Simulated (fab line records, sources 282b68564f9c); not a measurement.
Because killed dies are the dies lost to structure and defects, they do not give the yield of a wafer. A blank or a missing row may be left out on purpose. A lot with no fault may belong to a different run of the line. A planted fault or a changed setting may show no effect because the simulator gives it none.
What tool caused it? :: flow rit-cmos :: 21 wafers from 7 lots sampled at 3 of the route's 202 steps

== WHAT THE GAUGES READ, wafer by wafer ==
RIT_SDANNEAL_RS_MEAS_07: measurement is done with a four-point probe.
lot: L984
measured: day 3 09:56
on: film-metro-04
NLDD_RS (ohm/sq): 151.0 151.7 151.2

lot: L989
measured: day 4 09:59
on: film-metro-04
NLDD_RS (ohm/sq): 140.7 141.3 141.2

lot: L994
measured: day 5 13:32
on: film-metro-04
NLDD_RS (ohm/sq): 140.8 140.6 140.9

lot: L997
measured: day 6 05:46
on: film-metro-01
NLDD_RS (ohm/sq): 152.4 151.6 151.3

lot: L100
measured: day 6 20:47
on: film-metro-04
NLDD_RS (ohm/sq): 151.2 151.2 151.4

lot: L104
measured: day 7 14:37
on: film-metro-01
NLDD_RS (ohm/sq): 151.6 151.6 151.4

lot: L106
measured: day 8 02:28
on: film-metro-03
NLDD_RS (ohm/sq): 151.4 150.5 150.9

== TOOL THAT RAN EACH LOT (tool first, then ch and the chambers of the sampled wafers, then the start) ==
lot: L984
RIT_NWELL_STRIP_09: plasma-asher-02 ch 1, day 2 03:40
RIT_NLDD_IMPLANT_08: implanter-04 ch 0, day 3 01:59

lot: L989
RIT_NWELL_STRIP_09: plasma-asher-02 ch 0, day 3 04:33
RIT_NLDD_IMPLANT_08: implanter-01 ch 0, day 4 02:04

lot: L994
RIT_NWELL_STRIP_09: plasma-asher-01 ch 0,1, day 4 07:11
RIT_NLDD_IMPLANT_08: implanter-01 ch 0, day 5 05:34

lot: L997
RIT_NWELL_STRIP_09: plasma-asher-03 ch 0,1, day 4 19:56
RIT_NLDD_IMPLANT_08: implanter-03 ch 0, day 5 21:10

lot: L100
RIT_NWELL_STRIP_09: plasma-asher-01 ch 0,1, day 5 12:46
RIT_NLDD_IMPLANT_08: implanter-04 ch 0, day 6 12:36

lot: L104
RIT_NWELL_STRIP_09: plasma-asher-02 ch 0,1, day 6 10:01
RIT_NLDD_IMPLANT_08: implanter-03 ch 0, day 7 06:41

lot: L106
RIT_NWELL_STRIP_09: plasma-asher-01 ch 0,1, day 6 16:19
RIT_NLDD_IMPLANT_08: implanter-01 ch 0, day 7 18:11
- RIT_NWELL_STRIP_09: strips in O2, time 180 s.
- RIT_NLDD_IMPLANT_08

== THE ANSWER, worked out from the rows above alone ==
Rule: the lots themselves supply what counts as usual. The widest of any qualifying gaps counts: lots, ordered by their means at a reading, are off when they make up no more than a third of the lots, leave a main group of 4 or more, and stand apart from it by 3 or more times the standard deviation of that group's means. A main group is skipped when, at the precision printed for the reading in the tables above, its means are all equal. A lot without any number at a reading at which 4 lots or more have one is off too. Where the step has rows for the other lots, those lots are counted as sound.
Off: L989, L994, at RIT_SDANNEAL_RS_MEAS_07 (NLDD_RS). Main group: mean 151.4 ohm/sq, sd 0.28.
If a tool, at a process step before that reading, ran all the lots that are off and no sound lot after the first of them, it fits. Those tools and the gauges at RIT_SDANNEAL_RS_MEAS_07 are tried in the same way. Of those tried, none fits.

== WHAT THE SIMULATOR PUT IN ==
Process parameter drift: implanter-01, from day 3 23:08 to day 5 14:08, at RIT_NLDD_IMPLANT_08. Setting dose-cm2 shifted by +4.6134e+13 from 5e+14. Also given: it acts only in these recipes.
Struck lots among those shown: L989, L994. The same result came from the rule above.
